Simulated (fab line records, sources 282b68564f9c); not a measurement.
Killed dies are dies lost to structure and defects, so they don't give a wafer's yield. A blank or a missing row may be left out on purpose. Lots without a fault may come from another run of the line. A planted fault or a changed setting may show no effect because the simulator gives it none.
Tool commonality check | flow rit_cmos | 14 lots, 42 wafers sampled

WHY IT WAS OPENED
At RIT_NWELL_TW_MEAS_10 the reading NWELL_TW is flagged on 2 of 14 lots. Wafers without a fault read 2158, standard deviation 15.
Rule: a lot is flagged when every wafer of it that has a number lies more than 4 standard deviations from that mean, or none has a number. The other lots count as sound.

lot  | measured    | on            | NWELL_TW, wafer by wafer | flag
L166 | day 1 20:56 | film_metro-04 | 2189 2184 2185           |
L167 | day 2 03:19 | film_metro-03 | 2134 2145 2142           |
L168 | day 2 07:37 | film_metro-03 | 2144 2147 2150           |
L169 | day 2 14:32 | film_metro-04 | 2197 2180 2190           |
L171 | day 3 00:53 | film_metro-03 | 2140 2142 2140           |
L174 | day 3 13:32 | film_metro-04 | 2171 2182 2177           |
L175 | day 3 18:03 | film_metro-03 | 1639 1640 1628           | FLAGGED
L176 | day 4 04:37 | film_metro-03 | 1647 1638 1646           | FLAGGED
L181 | day 4 23:58 | film_metro-02 | 2172 2160 2170           |
L182 | day 5 06:19 | film_metro-02 | 2166 2162 2159           |
L183 | day 5 09:52 | film_metro-02 | 2170 2153 2162           |
L186 | day 6 00:50 | film_metro-03 | 2151 2149 2154           |
L187 | day 6 06:04 | film_metro-03 | 2146 2146 2146           |
L188 | day 6 12:05 | film_metro-03 | 2144 2133 2153           |
The numbers of the flagged lots are 1640 on average: -518 against the usual, or -35 standard deviations.

WHICH TOOL RAN EACH LOT
The record holds 1 process step before the reading, out of a route of 202 steps. In each cell: the tool, then ch and the chambers that the sampled wafers went through, then the start.
lot  | flag    | RIT_NWELL_IMPLANT_08
L166 |         | implanter-03 ch 0, day 1 20:38
L167 |         | implanter-02 ch 0, day 2 03:00
L168 |         | implanter-04 ch 0, day 2 07:18
L169 |         | implanter-04 ch 0, day 2 14:14
L171 |         | implanter-04 ch 0, day 3 00:34
L174 |         | implanter-02 ch 0, day 3 13:14
L175 | FLAGGED | implanter-04 ch 0, day 3 17:46
L176 | FLAGGED | implanter-04 ch 0, day 4 04:19
L181 |         | implanter-02 ch 0, day 4 23:38
L182 |         | implanter-02 ch 0, day 5 06:01
L183 |         | implanter-03 ch 0, day 5 09:32
L186 |         | implanter-03 ch 0, day 6 00:32
L187 |         | implanter-02 ch 0, day 6 05:47
L188 |         | implanter-02 ch 0, day 6 11:46
What these steps do:
- RIT_NWELL_IMPLANT_08
- RIT_NWELL_TW_MEAS_10

FLAGGED OVER TOTAL, TOOL BY TOOL (the gauges that took the reading come last)
step                 | tool          | lots run | flagged | share of the flagged lots | sound lots run after its first flagged lot
RIT_NWELL_IMPLANT_08 | implanter-02  | 6        | 0       | none                      | -
RIT_NWELL_IMPLANT_08 | implanter-03  | 3        | 0       | none                      | -
RIT_NWELL_IMPLANT_08 | implanter-04  | 5        | 2       | all                       | 0
RIT_NWELL_TW_MEAS_10 | film_metro-02 | 3        | 0       | none                      | -
RIT_NWELL_TW_MEAS_10 | film_metro-03 | 8        | 2       | all                       | 3 (L186,L187,L188)
RIT_NWELL_TW_MEAS_10 | film_metro-04 | 3        | 0       | none                      | -

WHAT THE TABLE ALLOWS
2 rows of the table ran every flagged lot: implanter-04 at RIT_NWELL_IMPLANT_08, film_metro-03 at RIT_NWELL_TW_MEAS_10.
- implanter-04 at RIT_NWELL_IMPLANT_08: 2 of its 5 lots flagged. Its last sound lot is L171 (day 3 00:34), its first flagged lot L175 (day 3 17:46): a fault that began between those two fits. Its own readings lie more than 4 standard deviations out on every wafer of the flagged lots: dose_ions_cm2, faraday_current_uA.
- film_metro-03 at RIT_NWELL_TW_MEAS_10: 2 of its 8 lots flagged. Sound lots ran on it after the first flagged one (L186, L187, L188), which a lasting fault on the whole tool wouldn't allow.
One tool is left: implanter-04 at RIT_NWELL_IMPLANT_08.

WHAT THE SIMULATOR HAD PUT IN
Process parameter drift: implanter-04, from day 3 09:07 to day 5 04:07, at RIT_NWELL_IMPLANT_08. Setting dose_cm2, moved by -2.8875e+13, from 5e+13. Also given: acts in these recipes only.
Lots struck among those shown: L175, L176. The rule above found the same.
